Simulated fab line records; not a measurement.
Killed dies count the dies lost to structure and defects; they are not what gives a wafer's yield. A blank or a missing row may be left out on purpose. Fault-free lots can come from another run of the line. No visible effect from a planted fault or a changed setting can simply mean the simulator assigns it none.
Split-lot study	flow berkeley_cmos170	5 lots, 23 wafers read, on a route of 331 steps

## SPLIT DETAILS
At UCB170_SCREENOX_OXIDATION_01 (target thk 14.4 nm, ox time 2400 s), the setting temp_c was moved away from the recipe's 900 C on 20 of the 23 wafers read, by -2.5% to +2.4%. The other wafers ran this setting at the recipe's value.

Split to reading: the file shows no intervening step.

## THE READING
At UCB170_SCREENOX_THK_MEAS_02: SCREENOX_OXIDE_THK, given in nm. Fault-free wafers of this fab line usually give 14.30 nm, standard deviation 0.22 nm.

wafer	tool, chamber at the split	temp_c as run, C	against the recipe	SCREENOX_OXIDE_THK, nm	against lot-mates on the recipe
L076.1	-, -	921.9	+2.4%	17.81	no lot-mate on the recipe
L076.2	-, -	921.9	+2.4%	17.99	no lot-mate on the recipe
L076.3	-, -	921.9	+2.4%	17.86	no lot-mate on the recipe
L076.4	-, -	921.9	+2.4%	17.69	no lot-mate on the recipe
L076.6	-, -	921.9	+2.4%	17.92	no lot-mate on the recipe
L079.2	-, -	877.6	-2.5%	11.14	no lot-mate on the recipe
L079.3	-, -	877.6	-2.5%	11.13	no lot-mate on the recipe
L079.4	-, -	877.6	-2.5%	11.26	no lot-mate on the recipe
L079.5	-, -	877.6	-2.5%	11.15	no lot-mate on the recipe
L079.6	-, -	877.6	-2.5%	11.22	no lot-mate on the recipe
L080.2	furnace-03, 0	900	recipe	14.47	-
L080.3	furnace-03, 0	900	recipe	14.48	-
L080.4	furnace-03, 0	900	recipe	14.35	-
L082.2	-, -	919.2	+2.1%	17.21	no lot-mate on the recipe
L082.3	-, -	919.2	+2.1%	17.14	no lot-mate on the recipe
L082.4	-, -	919.2	+2.1%	17.34	no lot-mate on the recipe
L082.5	-, -	919.2	+2.1%	17.26	no lot-mate on the recipe
L082.6	-, -	919.2	+2.1%	17.17	no lot-mate on the recipe
L085.1	-, -	877.4	-2.5%	11.05	no lot-mate on the recipe
L085.2	-, -	877.4	-2.5%	10.83	no lot-mate on the recipe
L085.4	-, -	877.4	-2.5%	10.85	no lot-mate on the recipe
L085.5	-, -	877.4	-2.5%	10.74	no lot-mate on the recipe
L085.6	-, -	877.4	-2.5%	10.84	no lot-mate on the recipe

FIT RESULTS
A straight line over all 23 wafers: SCREENOX_OXIDE_THK changes by +1.36 nm for each +1% of temp_c; r = +1.00; the points scatter about the line by 0.15 nm.
Too few moved wafers have a lot-mate on the recipe to fit a line with each lot's own level taken away.

## THE WHOLE CHAIN: every reading that the file lists as answering this split, in the file's order
step	what it does	reading	change (the file's fit)	r (the file's)
UCB170_SCREENOX_OXIDATION_01	target thk 14.4 nm, ox time 2400 s	SiO2_of_SCREENOX_OXIDATION_01.thk_nm (the simulator's own value, which no gauge read)	+1.36 nm for each +1% of the setting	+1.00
UCB170_SCREENOX_THK_MEAS_02		SCREENOX_OXIDE_THK	+1.36 for each +1% of the setting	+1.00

## THE FILE'S OWN FIT
SCREENOX_OXIDE_THK changes by +1.36 nm for each +1% of temp_c, r = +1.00.
